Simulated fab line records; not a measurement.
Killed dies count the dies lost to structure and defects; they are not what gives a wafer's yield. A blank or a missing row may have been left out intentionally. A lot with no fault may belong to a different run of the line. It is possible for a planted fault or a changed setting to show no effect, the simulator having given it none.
Lot-split experiment | flow berkeleyCmos170 | route with 331 steps; 5 lots, 23 wafers read

== SPLIT DETAILS ==
At UCB170_NWELL_IMPLANT_14, the setting doseCm2 was moved away from the recipe's 1e+13 on 8 of the 23 wafers read, by -3.7% to +4.1%. All remaining wafers had this setting at the recipe value.

== FROM THE SPLIT ON TO THE READING: in between, the file shows 1 step ==
- UCB170_NWELL_STRIP_15: strips in O2

== THE READING ==
NWELL_TW, at UCB170_NWELL_TW_MEAS_16. Typical for fault-free wafers on this fab line: 1250, with standard deviation 7.

wafer  | tool, chamber at the split | doseCm2 as run | against the recipe | NWELL_TW | against lot-mates on the recipe
L076.1 | implanter-03, 0            | 1.041e+13      | +4.1%              | 1276     | +23
L076.2 | implanter-03, 0            | 1.041e+13      | +4.1%              | 1271     | +18
L076.3 | implanter-03, 0            | 1e+13          | recipe             | 1256     | -
L076.4 | implanter-03, 0            | 1e+13          | recipe             | 1248     | -
L076.6 | implanter-03, 0            | 1e+13          | recipe             | 1255     | -
L075.2 | implanter-01, 0            | 1e+13          | recipe             | 1251     | -
L075.5 | implanter-01, 0            | 1e+13          | recipe             | 1255     | -
L075.6 | implanter-01, 0            | 1e+13          | recipe             | 1254     | -
L077.1 | implanter-03, 0            | 1e+13          | recipe             | 1252     | -
L077.3 | implanter-03, 0            | 1e+13          | recipe             | 1248     | -
L077.4 | implanter-03, 0            | 9.634e+12      | -3.7%              | 1234     | -16
L077.5 | implanter-03, 0            | 9.634e+12      | -3.7%              | 1237     | -13
L077.6 | implanter-03, 0            | 9.634e+12      | -3.7%              | 1236     | -14
L078.1 | implanter-01, 0            | 9.809e+12      | -1.9%              | 1244     | -8
L078.2 | implanter-01, 0            | 9.809e+12      | -1.9%              | 1249     | -2
L078.3 | implanter-01, 0            | 1e+13          | recipe             | 1256     | -
L078.4 | implanter-01, 0            | 9.809e+12      | -1.9%              | 1242     | -10
L078.6 | implanter-01, 0            | 1e+13          | recipe             | 1247     | -
L085.1 | implanter-03, 0            | 1e+13          | recipe             | 1249     | -
L085.2 | implanter-03, 0            | 1e+13          | recipe             | 1239     | -
L085.3 | implanter-03, 0            | 1e+13          | recipe             | 1241     | -
L085.4 | implanter-03, 0            | 1e+13          | recipe             | 1246     | -
L085.6 | implanter-03, 0            | 1e+13          | recipe             | 1246     | -

THE FIT
A straight line over all 23 wafers: NWELL_TW changes by +4.56 for each +1% of doseCm2; r = +0.87; the points scatter about the line by 5.
The same after taking each lot's own level away (the mean of its wafers on the recipe; 23 wafers): +4.35 for each +1%; r = +0.93; scatter 3.3.
The reading moves by 18 for the largest change in doseCm2, on that fit.
Across the lots, their own levels run from 1244.2 to 1253.3, a range of 1.3 times the standard deviation given above.
Hence the lot-to-lot level has little effect on the slope; both slopes agree.
Check: for one of the wafers moved furthest among these (+4.1%), held out of the fit, the line's prediction against its lot-mates is +16.7. It came out at +23 against them.

== THE FILE'S OWN FIT ==
NWELL_TW changes by +4.34 for each +1% of doseCm2, r = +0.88.
